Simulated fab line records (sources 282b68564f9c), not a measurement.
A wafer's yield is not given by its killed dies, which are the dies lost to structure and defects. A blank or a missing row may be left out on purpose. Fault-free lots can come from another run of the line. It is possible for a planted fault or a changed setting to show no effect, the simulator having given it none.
Which tool did it? | flow rit cmos | 14 lots with 42 wafers sampled at 3 steps, on a route of 202 steps

== WHAT EACH GAUGE READ, for each wafer ==
RIT_SILICIDE_RS_MEAS_02: uses a four-point probe to measure. Usual: for SILICIDE_TI_RS the level is 48.2 ohm/sq and the standard deviation is 0.74.
lot  | measured    | on            | SILICIDE_TI_RS (ohm/sq) | flag
L509 | day 3 13:47 | film metro-04 | 47.0 47.3 47.6          |
L511 | day 4 01:05 | film metro-01 | 47.2 47.7 47.5          |
L512 | day 4 03:55 | film metro-03 | 48.6 48.3 49.2          |
L513 | day 4 08:11 | film metro-01 | 48.4 48.3 48.1          |
L514 | day 4 15:59 | film metro-04 | 48.7 49.3 48.2          |
L515 | day 4 18:33 | film metro-04 | 48.3 48.4 48.2          |
L516 | day 4 22:43 | film metro-04 | 47.6 49.2 48.5          |
L517 | day 5 04:52 | film metro-01 | 47.1 46.6 47.2          |
L520 | day 5 19:07 | film metro-01 | 30.3 30.9 30.5          | OFF
L522 | day 6 08:17 | film metro-01 | 30.2 30.4 30.3          | OFF
L523 | day 6 12:14 | film metro-03 | 48.1 48.1 48.0          |
L525 | day 7 00:46 | film metro-04 | 49.6 49.7 49.1          |
L527 | day 7 14:55 | film metro-01 | 47.3 47.8 47.7          |
L529 | day 7 22:21 | film metro-04 | 47.1 47.5 47.2          |

RIT_SILICIDE_THK_MEAS_03: measures by xrf. Usual: for SILICIDE_TI_THK the level is 29.7 nm and the standard deviation is 0.35.
lot  | measured    | on            | SILICIDE_TI_THK (nm) | flag
L509 | day 3 13:55 | film metro-04 | 30.2 30.2 30.1       |
L511 | day 4 01:12 | film metro-01 | 30.2 30.0 30.0       |
L512 | day 4 04:01 | film metro-03 | 29.6 29.7 29.4       |
L513 | day 4 08:19 | film metro-01 | 29.6 29.5 29.8       |
L514 | day 4 16:06 | film metro-04 | 29.6 29.4 29.9       |
L515 | day 4 18:40 | film metro-04 | 29.8 29.7 29.8       |
L516 | day 4 22:50 | film metro-04 | 30.0 29.3 29.6       |
L517 | day 5 04:59 | film metro-01 | 30.1 30.5 29.9       |
L520 | day 5 19:13 | film metro-01 | 42.8 42.6 42.6       | OFF
L522 | day 6 08:23 | film metro-01 | 43.2 43.0 43.3       | OFF
L523 | day 6 12:21 | film metro-03 | 29.6 29.6 29.7       |
L525 | day 7 00:52 | film metro-04 | 29.3 29.1 29.5       |
L527 | day 7 15:02 | film metro-01 | 29.9 29.8 29.7       |
L529 | day 7 22:28 | film metro-04 | 30.3 30.3 30.2       |

== WHAT TOOL EACH LOT RAN ON (gives the tool, then ch and the chambers of the sampled wafers, and finally the start) ==
lot  | RIT_SILICIDE_SPUTTER_01
L509 | pvd sputter-01, day 3 13:38
L511 | pvd sputter-01, day 4 00:56
L512 | pvd sputter-04, day 4 03:44
L513 | pvd sputter-01, day 4 08:02
L514 | pvd sputter-04, day 4 15:49
L515 | pvd sputter-02, day 4 18:24
L516 | pvd sputter-04, day 4 22:34
L517 | pvd sputter-01, day 5 04:43
L520 | pvd sputter-04, day 5 18:56
L522 | pvd sputter-04, day 6 08:05
L523 | pvd sputter-02, day 6 12:05
L525 | pvd sputter-02, day 7 00:35
L527 | pvd sputter-02, day 7 14:46
L529 | pvd sputter-02, day 7 22:11
- RIT_SILICIDE_SPUTTER_01: material Ti, target thk 30 nm, time 240 s.

== WHAT THE TOOLS THEMSELVES READ (means of the sampled wafers that have a number; where no wafer has one, the mark that the record gives instead) ==
RIT_SILICIDE_SPUTTER_01. Usual: substrate temp c 25.02 C, standard deviation 0.11; throttle valve pct 30.2 %, standard deviation 1.4.
lot  | tool           | substrate temp c (C) | throttle valve pct (%) | flag
L509 | pvd sputter-01 | 25.13                | 30.6                   |
L511 | pvd sputter-01 | 25.04                | 29.8                   |
L512 | pvd sputter-04 | 24.98                | 30.9                   |
L513 | pvd sputter-01 | 24.96                | 30.3                   |
L514 | pvd sputter-04 | 24.95                | 30.8                   |
L515 | pvd sputter-02 | 24.89                | 28.4                   |
L516 | pvd sputter-04 | 24.94                | 31.5                   |
L517 | pvd sputter-01 | 25.04                | 29.7                   |
L520 | pvd sputter-04 | 25.06                | 30.9                   |
L522 | pvd sputter-04 | 24.91                | 30.7                   |
L523 | pvd sputter-02 | 25.08                | 28.5                   |
L525 | pvd sputter-02 | 25.03                | 28.4                   |
L527 | pvd sputter-02 | 25.09                | 28.4                   |
L529 | pvd sputter-02 | 25.05                | 28.6                   |

== THE ANSWER, worked out from the rows above alone ==
Rule: a lot counts as off when the mean over its wafers that have a number is more than 3 standard deviations away from the usual mean. Also off: a lot with no number at a reading for which 4 or more lots have one. Any other lot the step has rows for is counted as sound. Order of review: gauges by route order, followed by the tools' own readings, for which a lot's mean as printed above is used. The first step at which some lot is off is used, and at that step the reading that is off furthest; a lot without a number counts as furthest.
Off: L520, L522, at RIT_SILICIDE_RS_MEAS_02 (SILICIDE_TI_RS).
A tool fits if, at a process step before that reading, it ran every lot that is off, and no sound lot after the first of them. Gauges at RIT_SILICIDE_RS_MEAS_02: tried the same way as those tools. One candidate fits, namely pvd sputter-04 at RIT_SILICIDE_SPUTTER_01. A fault onset in the window from L516 (day 4 22:34, its last sound lot) to L520 (day 5 18:56, its first lot off) fits.

== WHAT THE SIMULATOR HAD INSERTED ==
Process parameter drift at RIT_SILICIDE_SPUTTER_01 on pvd sputter-04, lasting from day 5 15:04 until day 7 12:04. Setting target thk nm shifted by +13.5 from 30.
Lots struck among those shown: L520, L522. The same result came from the rule above.
